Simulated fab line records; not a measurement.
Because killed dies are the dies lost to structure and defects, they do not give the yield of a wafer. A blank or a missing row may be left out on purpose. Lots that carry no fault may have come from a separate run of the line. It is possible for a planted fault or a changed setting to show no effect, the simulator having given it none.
What tool caused it? + flow berkeley-cmos170 + Sampling: 13 lots, 39 wafers, 6 of 331 route steps

== WHAT THE GAUGES READ, wafer by wafer ==
UCB170_PWELL_OVL_MEAS_13.
| lot  | measured    | on         | PWELL_OVL (nm) |
|------|-------------|------------|----------------|
| L710 | day 3 10:49 | overlay-02 | 1 -5 -1        |
| L711 | day 4 00:26 | overlay-02 | 8 2 16         |
| L713 | day 4 00:41 | overlay-01 | 14 6 8         |
| L717 | day 5 08:11 | overlay-01 | 5 0 2          |
| L716 | day 5 07:28 | overlay-01 | 8 8 4          |
| L719 | day 5 18:38 | overlay-02 | -3 3 8         |
| L724 | day 6 21:01 | overlay-01 | 13 4 10        |
| L725 | day 6 20:29 | overlay-02 | 8 6 2          |
| L726 | day 7 08:33 | overlay-02 | -1 3 6         |
| L728 | day 7 16:52 | overlay-01 | 0 -1 8         |
| L729 | day 7 16:29 | overlay-02 | 6 2 6          |
| L731 | day 7 20:29 | overlay-01 | 18 -2 9        |
| L732 | day 8 05:14 | overlay-02 | 5 0 3          |

UCB170_PFIELD_OVL_MEAS_06.
| lot  | measured    | on         | PFIELD_OVL (nm) |
|------|-------------|------------|-----------------|
| L710 | day 5 01:35 | overlay-02 | -2 2 5          |
| L711 | day 5 18:55 | overlay-01 | 12 5 6          |
| L713 | day 5 18:45 | overlay-01 | -2 -8 -12       |
| L717 | day 7 02:45 | overlay-01 | 11 2 3          |
| L716 | day 7 02:52 | overlay-01 | - - -           |
| L719 | day 7 09:38 | overlay-02 | -3 0 -4         |
| L724 | day 8 12:16 | overlay-02 | -5 -5 -4        |
| L725 | day 8 11:45 | overlay-02 | 7 3 1           |
| L726 | day 8 20:41 | overlay-01 | 11 6 6          |
| L728 | day 9 05:33 | overlay-02 | -5 3 2          |
| L729 | day 9 05:31 | overlay-01 | 2 -12 -9        |
| L731 | day 9 05:17 | overlay-02 | 5 5 8           |
| L732 | day 9 15:12 | overlay-01 | -8 -1 -3        |

UCB170_PFIELD_TW_MEAS_09.
| lot  | measured    | on            | PFIELD_TW         |
|------|-------------|---------------|-------------------|
| L710 | day 5 01:52 | film-metro-03 | 597 599 597       |
| L711 | day 5 19:13 | film-metro-03 | 603 599 600       |
| L713 | day 5 19:02 | film-metro-04 | 602 605 602       |
| L717 | day 7 03:02 | film-metro-04 | 605 604 605       |
| L716 | day 7 03:10 | film-metro-04 | 30 30 30 30 30 30 |
| L719 | day 7 09:56 | film-metro-04 | 603 608 605       |
| L724 | day 8 12:37 | film-metro-02 | 598 598 595       |
| L725 | day 8 12:02 | film-metro-04 | 606 604 602       |
| L726 | day 8 20:59 | film-metro-04 | 606 604 606       |
| L728 | day 9 05:50 | film-metro-04 | 602 605 606       |
| L729 | day 9 05:48 | film-metro-03 | 598 601 597       |
| L731 | day 9 05:34 | film-metro-04 | 607 606 607       |
| L732 | day 9 15:29 | film-metro-04 | 611 608 602       |

== WHAT TOOL EACH LOT RAN ON (gives the tool, then ch and the chambers of the sampled wafers, and finally the start) ==
| lot  | UCB170_ZERO_ETCH_06               | UCB170_ACTIVE_ETCH_15             | UCB170_PFIELD_EXPOSE_03          |
|------|-----------------------------------|-----------------------------------|----------------------------------|
| L710 | rie-diel-03 ch 1,2,3, day 2 01:33 | rie-diel-02 ch 0,1,2, day 4 21:53 | krf-scanner-02 ch 0, day 5 01:00 |
| L711 | rie-diel-03 ch 1,2,3, day 2 06:50 | rie-diel-04 ch 0,2,3, day 5 16:11 | krf-scanner-02 ch 0, day 5 18:05 |
| L713 | rie-diel-04 ch 2,3, day 2 16:30   | rie-diel-03 ch 1,2,3, day 5 15:53 | krf-scanner-01 ch 0, day 5 17:49 |
| L717 | rie-diel-04 ch 0,3, day 3 13:15   | rie-diel-04 ch 1,2, day 6 21:53   | krf-scanner-02 ch 0, day 7 01:11 |
| L716 | rie-diel-01 ch 0,3, day 3 13:25   | rie-diel-03 ch 0,1,3, day 6 21:20 | krf-scanner-02 ch 0, day 7 01:30 |
| L719 | rie-diel-03 ch 0,1,2, day 4 02:20 | rie-diel-04 ch 0,1,3, day 7 07:01 | krf-scanner-01 ch 0, day 7 08:58 |
| L724 | rie-diel-04 ch 0,3, day 5 01:41   | rie-diel-03 ch 1,2,3, day 8 09:49 | krf-scanner-01 ch 0, day 8 11:29 |
| L725 | rie-diel-03 ch 1,2,3, day 5 06:19 | rie-diel-04 ch 0,1,2, day 8 09:33 | krf-scanner-02 ch 0, day 8 11:03 |
| L726 | rie-diel-01 ch 0,1,3, day 5 18:04 | rie-diel-02 ch 0,1,2, day 8 18:51 | krf-scanner-02 ch 0, day 8 20:05 |
| L728 | rie-diel-01 ch 1,2, day 6 01:31   | rie-diel-03 ch 0,2,3, day 9 00:58 | krf-scanner-01 ch 0, day 9 04:08 |
| L729 | rie-diel-04 ch 2,3, day 6 01:47   | rie-diel-04 ch 0,1,2, day 9 00:41 | krf-scanner-01 ch 0, day 9 04:01 |
| L731 | rie-diel-03 ch 0,1,3, day 6 11:23 | rie-diel-02 ch 0,2,3, day 9 01:01 | krf-scanner-02 ch 0, day 9 03:47 |
| L732 | rie-diel-03 ch 1,3, day 6 18:38   | rie-diel-04 ch 2,3, day 9 13:26   | krf-scanner-01 ch 0, day 9 14:50 |
- UCB170_ZERO_ETCH_06: etches SiO2 in CHF3/CF4/Ar, time 12 s.
- UCB170_ACTIVE_ETCH_15: etches Si3N4 in CH3F/Ar/O2, stops on SiO2, target depth 242 nm, time 151 s.
- UCB170_PFIELD_EXPOSE_03: exposes mask PFIELD, target cd 1500 nm.

== AS READ BY THE TOOLS THEMSELVES (means over the sampled wafers that have a number; for cases with no such wafer, the mark the record gives instead) ==
UCB170_ZERO_ETCH_06.
| lot  | tool        | drypump-motor-current-A (A) | mfc-ar-sccm (sccm) | oes-product-au (a.u.) | throttle-valve-pct (%) |
|------|-------------|-----------------------------|--------------------|-----------------------|------------------------|
| L710 | rie-diel-03 | 5.5                         | 120.4              | 0.623                 | 9.22                   |
| L711 | rie-diel-03 | 5.6                         | 119.8              | 0.615                 | 9.23                   |
| L713 | rie-diel-04 | 6.2                         | 119.8              | 0.613                 | 9.21                   |
| L717 | rie-diel-04 | 5.5                         | 120.2              | 0.617                 | 9.28                   |
| L716 | rie-diel-01 | 6.5                         | 119.6              | 0.630                 | 9.45                   |
| L719 | rie-diel-03 | 5.5                         | 120.3              | 0.612                 | 9.22                   |
| L724 | rie-diel-04 | 5.4                         | 119.9              | 0.624                 | 9.15                   |
| L725 | rie-diel-03 | 5.5                         | 120.2              | 0.620                 | 9.23                   |
| L726 | rie-diel-01 | 5.9                         | 119.9              | 0.627                 | 9.40                   |
| L728 | rie-diel-01 | 5.5                         | 120.0              | 0.617                 | 9.47                   |
| L729 | rie-diel-04 | 5.7                         | 119.9              | 0.621                 | 9.11                   |
| L731 | rie-diel-03 | 5.9                         | 119.9              | 0.617                 | 9.24                   |
| L732 | rie-diel-03 | 6.0                         | 120.4              | 0.630                 | 9.25                   |

UCB170_ACTIVE_ETCH_15.
| lot  | tool        | drypump-motor-current-A (A) | mfc-ar-sccm (sccm) | oes-product-au (a.u.) | throttle-valve-pct (%) |
|------|-------------|-----------------------------|--------------------|-----------------------|------------------------|
| L710 | rie-diel-02 | 6.2                         | 50.15              | 0.953                 | 8.11                   |
| L711 | rie-diel-04 | 5.8                         | 49.95              | 0.932                 | 8.07                   |
| L713 | rie-diel-03 | 5.6                         | 50.05              | 0.938                 | 8.02                   |
| L717 | rie-diel-04 | 5.9                         | 50.04              | 0.955                 | 8.00                   |
| L716 | rie-diel-03 | 5.9                         | 50.02              | 0.949                 | 8.04                   |
| L719 | rie-diel-04 | 5.5                         | 49.95              | 0.960                 | 8.00                   |
| L724 | rie-diel-03 | 5.5                         | 49.96              | 0.945                 | 8.04                   |
| L725 | rie-diel-04 | 5.9                         | 49.97              | 0.943                 | 8.10                   |
| L726 | rie-diel-02 | 6.2                         | 50.06              | 0.949                 | 8.10                   |
| L728 | rie-diel-03 | 5.9                         | 50.00              | 0.933                 | 7.93                   |
| L729 | rie-diel-04 | 5.9                         | 49.93              | 0.949                 | 8.09                   |
| L731 | rie-diel-02 | 6.2                         | 49.97              | 0.944                 | 8.04                   |
| L732 | rie-diel-04 | 6.2                         | 49.88              | 0.932                 | 8.05                   |

== THE ANSWER, worked out from the rows above alone ==
Rule: the usual values come from the lots themselves. The widest of any qualifying gaps counts: lots, ordered by their means at a reading, are off when they make up no more than a third of the lots, leave a main group of 4 or more, and stand apart from it by 3 or more times the standard deviation of that group's means. Not used: any main group whose means are identical at the precision the tables above print for the reading. Also off: a lot with no number at a reading for which 4 or more lots have one. The other lots that the step has rows for count as sound. After the gauges, taken in route order, come the tools' own readings; for these a lot's mean is taken, as printed above. At the first step where some lot is off, the reading lying furthest off is the one used; lots without a number count as furthest.
Off: L716, at UCB170_PFIELD_OVL_MEAS_06 (PFIELD_OVL). Without a number there: L716. For the main group the mean is 1 nm and the standard deviation 5.3.
If a tool, at a process step before that reading, ran all the lots that are off and no sound lot after the first of them, it fits. The gauges at UCB170_PFIELD_OVL_MEAS_06 aren't tried: what is off there is off at UCB170_PFIELD_TW_MEAS_09 too, on other tools, and a gauge's error can't cause that. Of those tried, none fits.

== WHAT WAS PUT IN BY THE SIMULATOR ==
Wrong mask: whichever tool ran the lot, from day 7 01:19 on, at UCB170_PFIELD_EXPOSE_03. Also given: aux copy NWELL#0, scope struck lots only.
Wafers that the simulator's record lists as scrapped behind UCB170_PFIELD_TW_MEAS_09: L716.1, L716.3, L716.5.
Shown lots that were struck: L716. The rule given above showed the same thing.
